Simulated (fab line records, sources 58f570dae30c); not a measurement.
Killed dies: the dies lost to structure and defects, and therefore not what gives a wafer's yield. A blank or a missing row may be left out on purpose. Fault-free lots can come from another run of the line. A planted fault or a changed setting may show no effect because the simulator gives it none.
Commonality check across tools    flow berkeley cmos170    Sample size 13 lots and 39 wafers

== REASON FOR OPENING ==
UCB170_PFIELD_TW_MEAS_09, reading PFIELD_TW: flagged on 1 of 13 lots. No-fault wafers: 603, standard deviation 6.1.
Rule: flag the lot when none of its wafers has a number, or when each of its wafers that has one lies beyond 4 standard deviations from that mean. The other lots count as sound.

lot   measured     on             PFIELD_TW, wafer by wafer  flag
L879  day 5 04:15  film metro-04  608 608 611                
L880  day 5 08:07  film metro-01  606 611 608                
L881  day 5 21:25  film metro-03  30 30 30                   FLAGGED
L884  day 5 22:23  film metro-03  604 602 597                
L893  day 7 09:38  film metro-03  598 597 595                
L890  day 7 09:43  film metro-04  610 612 610                
L891  day 7 15:28  film metro-04  609 610 610                
L894  day 7 18:59  film metro-04  612 610 609                
L892  day 7 20:04  film metro-01  600 602 607                
L896  day 8 01:47  film metro-03  594 595 597                
L897  day 8 11:03  film metro-04  611 609 609                
L899  day 9 05:20  film metro-01  597 597 597                
L898  day 9 10:07  film metro-04  611 607 615                
The mean of the flagged lots' numbers is 30, -573 from the usual (-94 standard deviations).

== WHICH TOOL EACH LOT WENT THROUGH ==
The record holds 1 process step before the reading, out of a route of 331 steps. Cell contents, in order: the tool; ch with the chambers the sampled wafers went through; the start.
lot   flag     UCB170_PFIELD_EXPOSE_03
L879           krf scanner-01 ch 0, day 5 03:15
L880           krf scanner-01 ch 0, day 5 07:27
L881  FLAGGED  krf scanner-02 ch 0, day 5 20:34
L884           krf scanner-02 ch 0, day 5 21:07
L893           krf scanner-02 ch 0, day 7 08:47
L890           krf scanner-02 ch 0, day 7 08:55
L891           krf scanner-02 ch 0, day 7 14:47
L894           krf scanner-01 ch 0, day 7 18:17
L892           krf scanner-01 ch 0, day 7 19:14
L896           krf scanner-01 ch 0, day 8 00:59
L897           krf scanner-02 ch 0, day 8 10:23
L899           krf scanner-02 ch 0, day 9 03:56
L898           krf scanner-01 ch 0, day 9 08:53
What the steps here do:
- UCB170_PFIELD_EXPOSE_03: exposes mask PFIELD, target cd 1500 nm.
- UCB170_PFIELD_TW_MEAS_09

== FLAGGED AGAINST TOTAL, ONE TOOL AT A TIME (gauges that did the reading follow at the end) ==
step                      tool            lots run  flagged  share of the flagged lots  sound lots run after its first flagged lot
UCB170_PFIELD_EXPOSE_03   krf scanner-01  6         0        none                       -
UCB170_PFIELD_EXPOSE_03   krf scanner-02  7         1        all                        6 (L884,L893,L890,L891,L897,L899)
UCB170_PFIELD_TW_MEAS_09  film metro-01   3         0        none                       -
UCB170_PFIELD_TW_MEAS_09  film metro-03   4         1        all                        3 (L884,L893,L896)
UCB170_PFIELD_TW_MEAS_09  film metro-04   6         0        none                       -

== WHAT IS ALLOWED BY THE TABLE ==
In 2 table rows, all flagged lots were run: krf scanner-02 (UCB170_PFIELD_EXPOSE_03), film metro-03 (UCB170_PFIELD_TW_MEAS_09).
- krf scanner-02 at UCB170_PFIELD_EXPOSE_03 ran 7 lots, 1 of them flagged. Lots that were sound ran on it after the first flagged one (L884, L893, L890, L891, L897, L899); a persistent fault on the entire tool would not allow that.
- film metro-03 at UCB170_PFIELD_TW_MEAS_09 ran 4 lots, 1 of them flagged. Lots that were sound ran on it after the first flagged one (L884, L893, L896); a persistent fault on the entire tool would not allow that.
Not one row of the table ran every flagged lot while running no sound lot after the first.

== WHAT WAS PUT IN BY THE SIMULATOR ==
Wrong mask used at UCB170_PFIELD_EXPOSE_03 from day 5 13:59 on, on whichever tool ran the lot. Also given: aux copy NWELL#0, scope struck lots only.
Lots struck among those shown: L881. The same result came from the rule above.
